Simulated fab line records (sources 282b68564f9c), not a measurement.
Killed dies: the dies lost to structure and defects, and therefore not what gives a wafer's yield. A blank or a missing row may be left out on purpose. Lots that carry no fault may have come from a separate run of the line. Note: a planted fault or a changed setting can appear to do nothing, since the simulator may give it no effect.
Tool commonality check | flow ritCmos | 14 lots, 41 wafers sampled

THE REASON FOR OPENING IT
At RIT_M1_CD_MEAS_90 the reading cdNm is flagged on 2 of 14 lots. Wafers without a fault read 2598.8 nm, standard deviation 3.
Rule: flag the lot when none of its wafers has a number, or when each of its wafers that has one lies beyond 4 standard deviations from that mean. The other lots count as sound.

lot  | measured    | on       | cdNm (nm), wafer by wafer | flag
L556 | day 3 11:13 | cdSem-01 | 2593.4 2593.1 2593.8      | 
L557 | day 3 13:08 | cdSem-01 | 2599.1 2599.6 2601.3      | 
L559 | day 3 23:41 | cdSem-01 | 2602.7 2601.4 2601.4      | 
L560 | day 4 03:49 | cdSem-01 | 2598.2 2598.8 2601.2      | 
L562 | day 4 15:05 | cdSem-01 | 2599.7 2598.8 2599.3      | 
L563 | day 4 19:10 | cdSem-01 | 2601.7 2597.7 2602.8      | 
L566 | day 5 09:02 | cdSem-01 | 2558.8 2559.0             | FLAGGED
L569 | day 6 01:32 | cdSem-01 | 2555.5 2557.7 2556.8      | FLAGGED
L570 | day 6 07:38 | cdSem-02 | 2600.8 2595.6 2599.0      | 
L571 | day 6 11:05 | cdSem-01 | 2599.5 2598.1 2597.6      | 
L573 | day 6 19:07 | cdSem-01 | 2598.4 2597.2 2598.9      | 
L575 | day 7 08:22 | cdSem-01 | 2598.4 2601.3 2598.7      | 
L577 | day 7 16:23 | cdSem-01 | 2600.4 2598.9 2599.0      | 
L578 | day 7 22:09 | cdSem-01 | 2598.6 2598.5 2597.6      | 
The mean of the flagged lots' numbers is 2557.6 nm, -41.2 nm from the usual (-14 standard deviations).

TOOL THAT RAN EACH LOT
2 process steps preceding the reading are held in the record, out of 202 steps in the route. Read each cell as the tool, then ch plus the chambers that the sampled wafers visited, then the start.
lot  | flag    | RIT_SILICIDE_RTA_04            | RIT_M1_METAL_ETCH_12
L556 |         | rtpAnneal-02 ch 0, day 3 06:05 | rieMetal-02 ch 0,1, day 3 10:42
L557 |         | rtpAnneal-01 ch 0, day 3 08:09 | rieMetal-01 ch 0,1, day 3 12:37
L559 |         | rtpAnneal-01 ch 0, day 3 19:01 | rieMetal-02 ch 0,1, day 3 23:11
L560 |         | rtpAnneal-02 ch 0, day 3 22:56 | rieMetal-01 ch 0,1, day 4 03:17
L562 |         | rtpAnneal-02 ch 0, day 4 09:59 | rieMetal-02 ch 0,1, day 4 14:33
L563 |         | rtpAnneal-01 ch 0, day 4 14:07 | rieMetal-01 ch 0,1, day 4 18:37
L566 | FLAGGED | rtpAnneal-02 ch 0, day 5 03:51 | rieMetal-01 ch 1, day 5 08:31
L569 | FLAGGED | rtpAnneal-01 ch 0, day 5 20:37 | rieMetal-01 ch 0,1, day 6 01:01
L570 |         | rtpAnneal-02 ch 0, day 6 02:38 | rieMetal-02 ch 0,1, day 6 07:07
L571 |         | rtpAnneal-01 ch 0, day 6 05:55 | rieMetal-04 ch 1, day 6 10:25
L573 |         | rtpAnneal-01 ch 0, day 6 14:17 | rieMetal-04 ch 0,1, day 6 18:38
L575 |         | rtpAnneal-01 ch 0, day 7 03:28 | rieMetal-04 ch 1, day 7 07:51
L577 |         | rtpAnneal-01 ch 0, day 7 11:38 | rieMetal-02 ch 0,1, day 7 15:48
L578 |         | rtpAnneal-02 ch 0, day 7 17:20 | rieMetal-04 ch 0,1, day 7 21:37
What is done by these steps:
- RIT_SILICIDE_RTA_04: time 10 s, ramp up 5 s, ramp down 5 s.
- RIT_M1_METAL_ETCH_12: etches Al in Cl2/BCl3, stops on SiO2, time 165 s, target depth 600 nm.
- RIT_M1_CD_MEAS_90: target cd 2600 nm.

FLAGGED AGAINST TOTAL, ONE TOOL AT A TIME (gauges that did the reading follow at the end)
step                 | tool         | lots run | flagged | share of the flagged lots | sound lots run after its first flagged lot
RIT_SILICIDE_RTA_04  | rtpAnneal-01 | 8        | 1       | some                      | 4 (L571,L573,L575,L577)
RIT_SILICIDE_RTA_04  | rtpAnneal-02 | 6        | 1       | some                      | 2 (L570,L578)
RIT_M1_METAL_ETCH_12 | rieMetal-01  | 5        | 2       | all                       | 0
RIT_M1_METAL_ETCH_12 | rieMetal-02  | 5        | 0       | none                      | -
RIT_M1_METAL_ETCH_12 | rieMetal-04  | 4        | 0       | none                      | -
RIT_M1_CD_MEAS_90    | cdSem-01     | 13       | 2       | all                       | 5 (L571,L573,L575,L577,L578)
RIT_M1_CD_MEAS_90    | cdSem-02     | 1        | 0       | none                      | -

WHAT IS ALLOWED BY THE TABLE
In 2 table rows, all flagged lots were run: rieMetal-01 (RIT_M1_METAL_ETCH_12), cdSem-01 (RIT_M1_CD_MEAS_90).
- rieMetal-01 at RIT_M1_METAL_ETCH_12: 2 of its 5 lots flagged. It ran its last sound lot, L563, at day 4 18:37 and its first flagged lot, L566, at day 5 08:31: a fault with its onset between the two fits. Its own readings (rfFwdPowerW) fall more than 4 standard deviations out on all wafers of the flagged lots.
- cdSem-01 at RIT_M1_CD_MEAS_90: 2 of its 13 lots flagged. Sound lots ran on it after the first flagged one (L571, L573, L575, L577, L578), which a lasting fault on the whole tool wouldn't allow.
What remains is a single tool, rieMetal-01 at RIT_M1_METAL_ETCH_12.

WHAT WAS PUT IN BY THE SIMULATOR
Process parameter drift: rieMetal-01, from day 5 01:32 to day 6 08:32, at RIT_M1_METAL_ETCH_12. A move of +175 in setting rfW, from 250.
Lots struck among those shown: L566, L569. This agrees with what the rule above found.
